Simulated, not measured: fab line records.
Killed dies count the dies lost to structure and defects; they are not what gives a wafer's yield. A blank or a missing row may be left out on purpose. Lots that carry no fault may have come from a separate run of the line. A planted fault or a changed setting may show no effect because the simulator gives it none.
fab line records :: flow rit-cmos
[record]
  lots = 6
  wafers = 18
  last-day = 6
route steps=202 shown CONTACT@180 M1@184
lots that met no fault: taken from a fault-free run of the same line
start-h: start of the lot's first displayed wafer, in hours after the record's first day :: wait-h: hours elapsed since this lot's preceding step :: " unchanged from the row above :: L1.1+2: several wafers, shown together as one row :: - no value, or no start was given :: * or withheld: withheld :: < > ~ a bound
route shown NAME@n: names a module that has steps shown in the file, with the first one's number in the route :: usual: the fault-free wafers' mean and standard deviation :: same: alike in all rows :: chamber/n: place in a boat :: sites: the reading at each site :: _std_site: standard deviation across them :: _edge_site: the outer-site mean with the inner-site mean subtracted :: radius-mm: how far each site lies from the wafer's centre :: mask NAME#n: copy n :: behind: the last tool/chamber to shape the wafer :: hold: cause of the lot's hold/its duration in hours/its outcome :: device: the transistor (n, p or np) that didn't switch :: end of line: tests of these same wafers at the route's end :: a step given without rows: its recipe and nothing more :: killed: dies lost to structure and defects at the first sort, not the wafer's yield :: map: the dies of a wafer, with x for killed, . for not killed, _ for no die there
set.NAME: the setting that was run; set.NAME@STEP: the one run at that earlier step :: model.NAME: the simulator's own value behind a step, which no gauge read
lots seen at some steps along the route; tables by step, rows by wafer
services: the hour from which a tool's chamber was out of use, counted from the record's first day as start-h (under 0 if before that day), plus the number of hours and why
[[steps]]
[step RIT_CONTACT_STRIP_12]
[recipe]
  chemistry = O2
  time-s = 180
  resist = NOVOLAK
  platen-temp-c = withheld
  power-w = 500
  pressure-mtorr = 4000
  o2-flow-sccm = 4000
[usual]
  drypump-motor-current-A = 5.5/0.36
lot.wafer: L991.2
tool: plasma-asher-03
chamber: 0
start-h: 55.98
wait-h: 0.1
drypump-motor-current-A: 4.8
rf-hours-counter-h: 41

lot.wafer: L991.4
tool: plasma-asher-03
chamber: 1
start-h: 55.98
wait-h: 0.1
drypump-motor-current-A: 5.7
rf-hours-counter-h: -

lot.wafer: L991.6
tool: plasma-asher-03
chamber: 0
start-h: 55.98
wait-h: 0.1
drypump-motor-current-A: 4.8
rf-hours-counter-h: -

lot.wafer: L101.1
tool: plasma-asher-03
chamber: 1
start-h: 101.76
wait-h: 0.1
drypump-motor-current-A: 5.7
rf-hours-counter-h: 47

lot.wafer: L101.3
tool: plasma-asher-03
chamber: 1
start-h: 101.76
wait-h: 0.1
drypump-motor-current-A: 5.7
rf-hours-counter-h: -

lot.wafer: L101.5
tool: plasma-asher-03
chamber: 0
start-h: 101.76
wait-h: 0.1
drypump-motor-current-A: 4.8
rf-hours-counter-h: -

lot.wafer: L106.3
tool: plasma-asher-02
chamber: 1
start-h: 127.93
wait-h: 0.2
drypump-motor-current-A: 5.7
rf-hours-counter-h: -

lot.wafer: L106.4
tool: plasma-asher-02
chamber: 0
start-h: 127.93
wait-h: 0.2
drypump-motor-current-A: 5.3
rf-hours-counter-h: -

lot.wafer: L106.5
tool: plasma-asher-02
chamber: 1
start-h: 127.93
wait-h: 0.2
drypump-motor-current-A: 5.7
rf-hours-counter-h: -

lot.wafer: L107.1
tool: plasma-asher-04
chamber: 1
start-h: 131.83
wait-h: 0.1
drypump-motor-current-A: 5.5
rf-hours-counter-h: 2

lot.wafer: L107.4
tool: plasma-asher-04
chamber: 0
start-h: 131.83
wait-h: 0.1
drypump-motor-current-A: 5.8
rf-hours-counter-h: -

lot.wafer: L107.6
tool: plasma-asher-04
chamber: 1
start-h: 131.83
wait-h: 0.1
drypump-motor-current-A: 5.5
rf-hours-counter-h: -

lot.wafer: L108.1
tool: plasma-asher-03
chamber: 1
start-h: 136.01
wait-h: 0.1
drypump-motor-current-A: 5.7
rf-hours-counter-h: 51

lot.wafer: L108.2
tool: plasma-asher-03
chamber: 0
start-h: 136.01
wait-h: 0.1
drypump-motor-current-A: 4.8
rf-hours-counter-h: 51

lot.wafer: L108.6
tool: plasma-asher-03
chamber: 0
start-h: 136.01
wait-h: 0.1
drypump-motor-current-A: 4.8
rf-hours-counter-h: -

lot.wafer: L109.4
tool: plasma-asher-02
chamber: 1
start-h: 147.89
wait-h: 0.2
drypump-motor-current-A: 5.7
rf-hours-counter-h: -

lot.wafer: L109.5
tool: plasma-asher-02
chamber: 0
start-h: 147.89
wait-h: 0.2
drypump-motor-current-A: 5.3
rf-hours-counter-h: -

lot.wafer: L109.6
tool: plasma-asher-02
chamber: 1
start-h: 147.89
wait-h: 0.2
drypump-motor-current-A: 5.7
rf-hours-counter-h: -
[step RIT_CONTACT_CD_MEAS_90]
[recipe]
  target-cd-nm = 1000
[usual]
  cd-nm = 1000.2/2.3
lot.wafer: L991.2
tool: cd-sem-02
chamber: -
start-h: 56.18
wait-h: 0.1
cd-nm: 1002.1

lot.wafer: L991.4
tool: cd-sem-02
chamber: -
start-h: 56.18
wait-h: 0.1
cd-nm: 1001.2

lot.wafer: L991.6
tool: cd-sem-02
chamber: -
start-h: 56.18
wait-h: 0.1
cd-nm: 1002.2

lot.wafer: L101.1
tool: cd-sem-01
chamber: -
start-h: 101.93
wait-h: 0.1
cd-nm: 1000.5

lot.wafer: L101.3
tool: cd-sem-01
chamber: -
start-h: 101.93
wait-h: 0.1
cd-nm: 1001.0

lot.wafer: L101.5
tool: cd-sem-01
chamber: -
start-h: 101.93
wait-h: 0.1
cd-nm: 1000.8

lot.wafer: L106.3
tool: cd-sem-01
chamber: -
start-h: 128.09
wait-h: 0.1
cd-nm: 995.2

lot.wafer: L106.4
tool: cd-sem-01
chamber: -
start-h: 128.09
wait-h: 0.1
cd-nm: 996.4

lot.wafer: L106.5
tool: cd-sem-01
chamber: -
start-h: 128.09
wait-h: 0.1
cd-nm: 996.3

lot.wafer: L107.1
tool: cd-sem-01
chamber: -
start-h: 132.01
wait-h: 0.1
cd-nm: 1001.9

lot.wafer: L107.4
tool: cd-sem-01
chamber: -
start-h: 132.01
wait-h: 0.1
cd-nm: 1003.4

lot.wafer: L107.6
tool: cd-sem-01
chamber: -
start-h: 132.01
wait-h: 0.1
cd-nm: 1001.1

lot.wafer: L108.1
tool: cd-sem-01
chamber: -
start-h: 136.18
wait-h: 0.1
cd-nm: 997.8

lot.wafer: L108.2
tool: cd-sem-01
chamber: -
start-h: 136.18
wait-h: 0.1
cd-nm: 1000.3

lot.wafer: L108.6
tool: cd-sem-01
chamber: -
start-h: 136.18
wait-h: 0.1
cd-nm: 1000.6

lot.wafer: L109.4
tool: cd-sem-01
chamber: -
start-h: 148.07
wait-h: 0.1
cd-nm: 998.3

lot.wafer: L109.5
tool: cd-sem-01
chamber: -
start-h: 148.07
wait-h: 0.1
cd-nm: 997.6

lot.wafer: L109.6
tool: cd-sem-01
chamber: -
start-h: 148.07
wait-h: 0.1
cd-nm: 998.9
[step RIT_CONTACT_CLEAN_13]
[recipe]
  chemistry = SC1
  mix = 3:3:50
  time-s = 600
  temp-c = 75
[step RIT_CONTACT_CLEAN_14]
[recipe]
  chemistry = SC2
  mix = 3:3:50
  time-s = 600
  temp-c = 75
  dry = n2-spin
[step RIT_M1_SPUTTER_00]
[recipe]
  material = Al
  target-thk-nm = 400
  power-w = 2000
  chamber-pressure-pa = 0.4
  gas = Ar
  time-s = 500
  substrate-temp-c = 25
[usual]
  cathode-dc-power-W = 2000.0/0.33
  throttle-valve-pct = 29.8/0.82
lot.wafer: L991.2
tool: pvd-sputter-04
chamber: -
start-h: 56.63
wait-h: 0.0
cathode-dc-power-W: 2000.5
throttle-valve-pct: 30.5

lot.wafer: L991.4
tool: pvd-sputter-04
chamber: -
start-h: 56.63
wait-h: 0.0
cathode-dc-power-W: 1999.6
throttle-valve-pct: 29.9

lot.wafer: L991.6
tool: pvd-sputter-04
chamber: -
start-h: 56.63
wait-h: 0.0
cathode-dc-power-W: 2000.0
throttle-valve-pct: 29.4

lot.wafer: L101.1
tool: pvd-sputter-04
chamber: -
start-h: 102.58
wait-h: 0.0
cathode-dc-power-W: 1999.6
throttle-valve-pct: 29.8

lot.wafer: L101.3
tool: pvd-sputter-04
chamber: -
start-h: 102.58
wait-h: 0.0
cathode-dc-power-W: 1999.7
throttle-valve-pct: 30.1

lot.wafer: L101.5
tool: pvd-sputter-04
chamber: -
start-h: 102.58
wait-h: 0.0
cathode-dc-power-W: 2000.3
throttle-valve-pct: 29.1

lot.wafer: L106.3
tool: pvd-sputter-02
chamber: -
start-h: 128.52
wait-h: 0.0
cathode-dc-power-W: 2000.0
throttle-valve-pct: 28.9

lot.wafer: L106.4
tool: pvd-sputter-02
chamber: -
start-h: 128.52
wait-h: 0.0
cathode-dc-power-W: 1999.7
throttle-valve-pct: 30.6

lot.wafer: L106.5
tool: pvd-sputter-02
chamber: -
start-h: 128.52
wait-h: 0.0
cathode-dc-power-W: 1999.9
throttle-valve-pct: 28.7

lot.wafer: L107.1
tool: pvd-sputter-04
chamber: -
start-h: 132.52
wait-h: 0.0
cathode-dc-power-W: 2000.2
throttle-valve-pct: 30.0

lot.wafer: L107.4
tool: pvd-sputter-04
chamber: -
start-h: 132.52
wait-h: 0.0
cathode-dc-power-W: 2000.6
throttle-valve-pct: 29.1

lot.wafer: L107.6
tool: pvd-sputter-04
chamber: -
start-h: 132.52
wait-h: 0.0
cathode-dc-power-W: 1999.4
throttle-valve-pct: 29.3

lot.wafer: L108.1
tool: pvd-sputter-02
chamber: -
start-h: 136.67
wait-h: 0.0
cathode-dc-power-W: 2000.0
throttle-valve-pct: 31.2

lot.wafer: L108.2
tool: pvd-sputter-02
chamber: -
start-h: 136.67
wait-h: 0.0
cathode-dc-power-W: 2000.2
throttle-valve-pct: 30.6

lot.wafer: L108.6
tool: pvd-sputter-02
chamber: -
start-h: 136.67
wait-h: 0.0
cathode-dc-power-W: 2000.0
throttle-valve-pct: 31.0

lot.wafer: L109.4
tool: pvd-sputter-03
chamber: -
start-h: 148.53
wait-h: 0.0
cathode-dc-power-W: 2000.1
throttle-valve-pct: 28.2

lot.wafer: L109.5
tool: pvd-sputter-03
chamber: -
start-h: 148.53
wait-h: 0.0
cathode-dc-power-W: 1999.9
throttle-valve-pct: 28.2

lot.wafer: L109.6
tool: pvd-sputter-03
chamber: -
start-h: 148.53
wait-h: 0.0
cathode-dc-power-W: 2000.6
throttle-valve-pct: 30.3
[step RIT_M1_RS_MEAS_01]
[recipe]
  thk-meas-gauge = four-point-probe
  reads = Al_of_M1_SPUTTER_00
[usual]
  M1_AL_RS = 0.0734/0.0011
lot.wafer: L991.2
tool: film-metro-02
chamber: -
start-h: 56.94
wait-h: 0.2
M1_AL_RS[ohm/sq]: 0.0722

lot.wafer: L991.4
tool: film-metro-02
chamber: -
start-h: 56.94
wait-h: 0.2
M1_AL_RS[ohm/sq]: 0.0731

lot.wafer: L991.6
tool: film-metro-02
chamber: -
start-h: 56.94
wait-h: 0.2
M1_AL_RS[ohm/sq]: 0.0719

lot.wafer: L101.1
tool: film-metro-01
chamber: -
start-h: 102.87
wait-h: 0.1
M1_AL_RS[ohm/sq]: 0.0734

lot.wafer: L101.3
tool: film-metro-01
chamber: -
start-h: 102.87
wait-h: 0.1
M1_AL_RS[ohm/sq]: 0.0722

lot.wafer: L101.5
tool: film-metro-01
chamber: -
start-h: 102.87
wait-h: 0.1
M1_AL_RS[ohm/sq]: 0.0718

lot.wafer: L106.3
tool: film-metro-03
chamber: -
start-h: 128.85
wait-h: 0.2
M1_AL_RS[ohm/sq]: 0.0731

lot.wafer: L106.4
tool: film-metro-03
chamber: -
start-h: 128.85
wait-h: 0.2
M1_AL_RS[ohm/sq]: 0.0724

lot.wafer: L106.5
tool: film-metro-03
chamber: -
start-h: 128.85
wait-h: 0.2
M1_AL_RS[ohm/sq]: 0.0732

lot.wafer: L107.1
tool: film-metro-02
chamber: -
start-h: 132.82
wait-h: 0.1
M1_AL_RS[ohm/sq]: 0.0737

lot.wafer: L107.4
tool: film-metro-02
chamber: -
start-h: 132.82
wait-h: 0.1
M1_AL_RS[ohm/sq]: 0.0729

lot.wafer: L107.6
tool: film-metro-02
chamber: -
start-h: 132.82
wait-h: 0.1
M1_AL_RS[ohm/sq]: 0.0730

lot.wafer: L108.1
tool: film-metro-02
chamber: -
start-h: 136.96
wait-h: 0.1
M1_AL_RS[ohm/sq]: 0.0747

lot.wafer: L108.2
tool: film-metro-02
chamber: -
start-h: 136.96
wait-h: 0.1
M1_AL_RS[ohm/sq]: 0.0732

lot.wafer: L108.6
tool: film-metro-02
chamber: -
start-h: 136.96
wait-h: 0.1
M1_AL_RS[ohm/sq]: 0.0756

lot.wafer: L109.4
tool: film-metro-01
chamber: -
start-h: 148.88
wait-h: 0.2
M1_AL_RS[ohm/sq]: 0.0730

lot.wafer: L109.5
tool: film-metro-01
chamber: -
start-h: 148.88
wait-h: 0.2
M1_AL_RS[ohm/sq]: 0.0732

lot.wafer: L109.6
tool: film-metro-01
chamber: -
start-h: 148.88
wait-h: 0.2
M1_AL_RS[ohm/sq]: 0.0727
[step RIT_M1_THK_MEAS_02]
[recipe]
  thk-meas-gauge = xrf
  reads = Al_of_M1_SPUTTER_00
[usual]
  M1_AL_THK = 396/6.4
lot.wafer: L991.2
tool: film-metro-02
chamber: -
start-h: 57.05
wait-h: 0.1
M1_AL_THK[nm]: 399

lot.wafer: L991.4
tool: film-metro-02
chamber: -
start-h: 57.05
wait-h: 0.1
M1_AL_THK[nm]: 395

lot.wafer: L991.6
tool: film-metro-02
chamber: -
start-h: 57.05
wait-h: 0.1
M1_AL_THK[nm]: 402

lot.wafer: L101.1
tool: film-metro-01
chamber: -
start-h: 102.99
wait-h: 0.1
M1_AL_THK[nm]: 398

lot.wafer: L101.3
tool: film-metro-01
chamber: -
start-h: 102.99
wait-h: 0.1
M1_AL_THK[nm]: 403

lot.wafer: L101.5
tool: film-metro-01
chamber: -
start-h: 102.99
wait-h: 0.1
M1_AL_THK[nm]: 409

lot.wafer: L106.3
tool: film-metro-03
chamber: -
start-h: 128.95
wait-h: 0.1
M1_AL_THK[nm]: 398

lot.wafer: L106.4
tool: film-metro-03
chamber: -
start-h: 128.95
wait-h: 0.1
M1_AL_THK[nm]: 401

lot.wafer: L106.5
tool: film-metro-03
chamber: -
start-h: 128.95
wait-h: 0.1
M1_AL_THK[nm]: 396

lot.wafer: L107.1
tool: film-metro-02
chamber: -
start-h: 132.94
wait-h: 0.1
M1_AL_THK[nm]: 391

lot.wafer: L107.4
tool: film-metro-02
chamber: -
start-h: 132.94
wait-h: 0.1
M1_AL_THK[nm]: 396

lot.wafer: L107.6
tool: film-metro-02
chamber: -
start-h: 132.94
wait-h: 0.1
M1_AL_THK[nm]: 398

lot.wafer: L108.1
tool: film-metro-02
chamber: -
start-h: 137.08
wait-h: 0.1
M1_AL_THK[nm]: 389

lot.wafer: L108.2
tool: film-metro-02
chamber: -
start-h: 137.08
wait-h: 0.1
M1_AL_THK[nm]: 397

lot.wafer: L108.6
tool: film-metro-02
chamber: -
start-h: 137.08
wait-h: 0.1
M1_AL_THK[nm]: 384

lot.wafer: L109.4
tool: film-metro-01
chamber: -
start-h: 148.97
wait-h: 0.1
M1_AL_THK[nm]: 398

lot.wafer: L109.5
tool: film-metro-01
chamber: -
start-h: 148.97
wait-h: 0.1
M1_AL_THK[nm]: 397

lot.wafer: L109.6
tool: film-metro-01
chamber: -
start-h: 148.97
wait-h: 0.1
M1_AL_THK[nm]: 399
[step RIT_M1_HMDS_03]
[recipe]
  prime-time-s = 60
  prime-temp-c = 140
[step RIT_M1_COAT_04]
[recipe]
  resist = NOVOLAK
  spin-rpm = 2000
  resist-thk-nm = 1300
[step RIT_M1_SOFTBAKE_05]
[recipe]
  resist = NOVOLAK
  temp-c = 90
  time-s = 60
[step RIT_M1_EXPOSE_06]
[recipe]
  mask-id = M12
  na = 0.6
  source-shape = conventional
  sigma-outer = 0.5
  target-cd-nm = 2600
  dose-mj = 253
[step RIT_M1_PEB_07]
[recipe]
  resist = NOVOLAK
  temp-c = withheld
  time-s = withheld
[step RIT_M1_DEVELOP_08]
[recipe]
  resist = NOVOLAK
  develop-time-s = 68
  dev-temp-c = 23
[usual]
  chill-plate-temp-C = 22.98/0.099
  develop-time-s = 68/0
  developer-temp-C = 22.99/0.1
lot.wafer: L991.2
tool: litho-track-04
chamber: 0
start-h: 58
wait-h: -
chill-plate-temp-C: 23.05
develop-time-s: 68
developer-temp-C: 22.99

lot.wafer: L991.4
tool: litho-track-04
chamber: 0
start-h: 58
wait-h: -
chill-plate-temp-C: 23.00
develop-time-s: 68
developer-temp-C: 22.98

lot.wafer: L991.6
tool: litho-track-04
chamber: 0
start-h: 58
wait-h: -
chill-plate-temp-C: 22.86
develop-time-s: 68
developer-temp-C: 22.97

lot.wafer: L101.1
tool: litho-track-04
chamber: 0
start-h: 103
wait-h: -
chill-plate-temp-C: 22.93
develop-time-s: 68
developer-temp-C: 22.97

lot.wafer: L101.3
tool: litho-track-04
chamber: 0
start-h: 103
wait-h: -
chill-plate-temp-C: 23.02
develop-time-s: 68
developer-temp-C: 22.91

lot.wafer: L101.5
tool: litho-track-04
chamber: 0
start-h: 104
wait-h: -
chill-plate-temp-C: 22.97
develop-time-s: 68
developer-temp-C: 22.95

lot.wafer: L106.3
tool: litho-track-04
chamber: -
start-h: 129
wait-h: -
chill-plate-temp-C: -
develop-time-s: -
developer-temp-C: -

lot.wafer: L106.4
tool: litho-track-04
chamber: -
start-h: 129
wait-h: -
chill-plate-temp-C: -
develop-time-s: -
developer-temp-C: -

lot.wafer: L106.5
tool: litho-track-04
chamber: -
start-h: 129
wait-h: -
chill-plate-temp-C: -
develop-time-s: -
developer-temp-C: -

lot.wafer: L107.1
tool: litho-track-03
chamber: -
start-h: 133
wait-h: -
chill-plate-temp-C: -
develop-time-s: -
developer-temp-C: -

lot.wafer: L107.4
tool: litho-track-03
chamber: -
start-h: 133
wait-h: -
chill-plate-temp-C: -
develop-time-s: -
developer-temp-C: -

lot.wafer: L107.6
tool: litho-track-03
chamber: -
start-h: 133
wait-h: -
chill-plate-temp-C: -
develop-time-s: -
developer-temp-C: -

lot.wafer: L108.1
tool: litho-track-03
chamber: 0
start-h: 137
wait-h: -
chill-plate-temp-C: 22.89
develop-time-s: 68
developer-temp-C: 23.09

lot.wafer: L108.2
tool: litho-track-03
chamber: 0
start-h: 138
wait-h: -
chill-plate-temp-C: 22.88
develop-time-s: 68
developer-temp-C: 23.01

lot.wafer: L108.6
tool: litho-track-03
chamber: 0
start-h: 138
wait-h: -
chill-plate-temp-C: 22.91
develop-time-s: 68
developer-temp-C: 22.90

lot.wafer: L109.4
tool: litho-track-03
chamber: 0
start-h: 149
wait-h: -
chill-plate-temp-C: 22.90
develop-time-s: 68
developer-temp-C: 23.07

lot.wafer: L109.5
tool: litho-track-03
chamber: 0
start-h: 149
wait-h: -
chill-plate-temp-C: 22.94
develop-time-s: 68
developer-temp-C: 23.13

lot.wafer: L109.6
tool: litho-track-03
chamber: 0
start-h: 149
wait-h: -
chill-plate-temp-C: 23.11
develop-time-s: 68
developer-temp-C: 23.08
[step RIT_M1_CD_MEAS_09]
[recipe]
  target-cd-nm = 2600
[usual]
  cd-nm = 2599.3/2.2
lot.wafer: L991.2
tool: cd-sem-01
chamber: -
start-h: 58.31
wait-h: -
cd-nm: 2595.7

lot.wafer: L991.4
tool: cd-sem-01
chamber: -
start-h: 58.31
wait-h: -
cd-nm: 2595.3

lot.wafer: L991.6
tool: cd-sem-01
chamber: -
start-h: 58.31
wait-h: -
cd-nm: 2596.8

lot.wafer: L101.1
tool: cd-sem-02
chamber: -
start-h: 104.06
wait-h: -
cd-nm: 2604.6

lot.wafer: L101.3
tool: cd-sem-02
chamber: -
start-h: 104.06
wait-h: -
cd-nm: 2604.6

lot.wafer: L101.5
tool: cd-sem-02
chamber: -
start-h: 104.06
wait-h: -
cd-nm: 2603.6

lot.wafer: L106.3
tool: cd-sem-01
chamber: -
start-h: 130.04
wait-h: -
cd-nm: -

lot.wafer: L106.4
tool: cd-sem-01
chamber: -
start-h: 130.04
wait-h: -
cd-nm: -

lot.wafer: L106.5
tool: cd-sem-01
chamber: -
start-h: 130.04
wait-h: -
cd-nm: -

lot.wafer: L107.1
tool: cd-sem-02
chamber: -
start-h: 134.00
wait-h: -
cd-nm: -

lot.wafer: L107.4
tool: cd-sem-02
chamber: -
start-h: 134.00
wait-h: -
cd-nm: -

lot.wafer: L107.6
tool: cd-sem-02
chamber: -
start-h: 134.00
wait-h: -
cd-nm: -

lot.wafer: L108.1
tool: cd-sem-02
chamber: -
start-h: 138.15
wait-h: -
cd-nm: 2601.1

lot.wafer: L108.2
tool: cd-sem-02
chamber: -
start-h: 138.15
wait-h: -
cd-nm: 2600.3

lot.wafer: L108.6
tool: cd-sem-02
chamber: -
start-h: 138.15
wait-h: -
cd-nm: 2601.6

lot.wafer: L109.4
tool: cd-sem-01
chamber: -
start-h: 150.07
wait-h: -
cd-nm: 2597.8

lot.wafer: L109.5
tool: cd-sem-01
chamber: -
start-h: 150.07
wait-h: -
cd-nm: 2600.1

lot.wafer: L109.6
tool: cd-sem-01
chamber: -
start-h: 150.07
wait-h: -
cd-nm: 2599.5
[[services]]
tool: pvd-sputter-03
chamber: -
start-h: 46.65
hours: 8.4
kind: repair

tool: pvd-sputter-04
chamber: -
start-h: 48.98
hours: 4.7
kind: repair

tool: plasma-asher-04
chamber: -
start-h: 54.47
hours: 2.2
kind: repair

tool: pvd-sputter-04
chamber: -
start-h: 58.62
hours: 0.5
kind: repair

tool: pvd-sputter-03
chamber: -
start-h: 65.27
hours: 1.1
kind: repair

tool: pvd-sputter-04
chamber: -
start-h: 72.06
hours: 4.4
kind: repair

tool: plasma-asher-04
chamber: -
start-h: 108.75
hours: 9.0
kind: pm

tool: plasma-asher-04
chamber: 0
start-h: 108.75
hours: 9.0
kind: vent-cycle

tool: plasma-asher-04
chamber: 1
start-h: 108.75
hours: 9.0
kind: vent-cycle

tool: plasma-asher-04
chamber: 0
start-h: 117.75
hours: -
kind: clean

tool: plasma-asher-04
chamber: 1
start-h: 117.75
hours: -
kind: clean

tool: plasma-asher-02
chamber: -
start-h: 122.05
hours: 2.1
kind: repair
[[key]]
[first-sign]
  step = RIT_M1_DEVELOP_08
  reading = tool-record
  direction = missing
effect none on later readings
met-at RIT_M1_DEVELOP_08
struck-wafers L106.3,L106.4,L106.5,L107.1,L107.4,L107.6
later-rows-left-out L106.3,L106.4,L106.5,L107.1,L107.4,L107.6
sort-left-out L106.3,L106.4,L106.5,L107.1,L107.4,L107.6
onset-between 103 129
[fault]
  kind = skipped-step-whole
  tool = litho-track-03,litho-track-04
  chamber = -
  onset-h = 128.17
  steps = RIT_M1_DEVELOP_08
  scope = struck-lots-only
// sort-left-out: the simulated sort isn't trusted on such a fault, so these wafers' sort isn't shown, and their yield isn't known
// later-rows-left-out: the simulator's readings of these wafers behind a module that went badly wrong aren't trusted and aren't shown, but for the sort
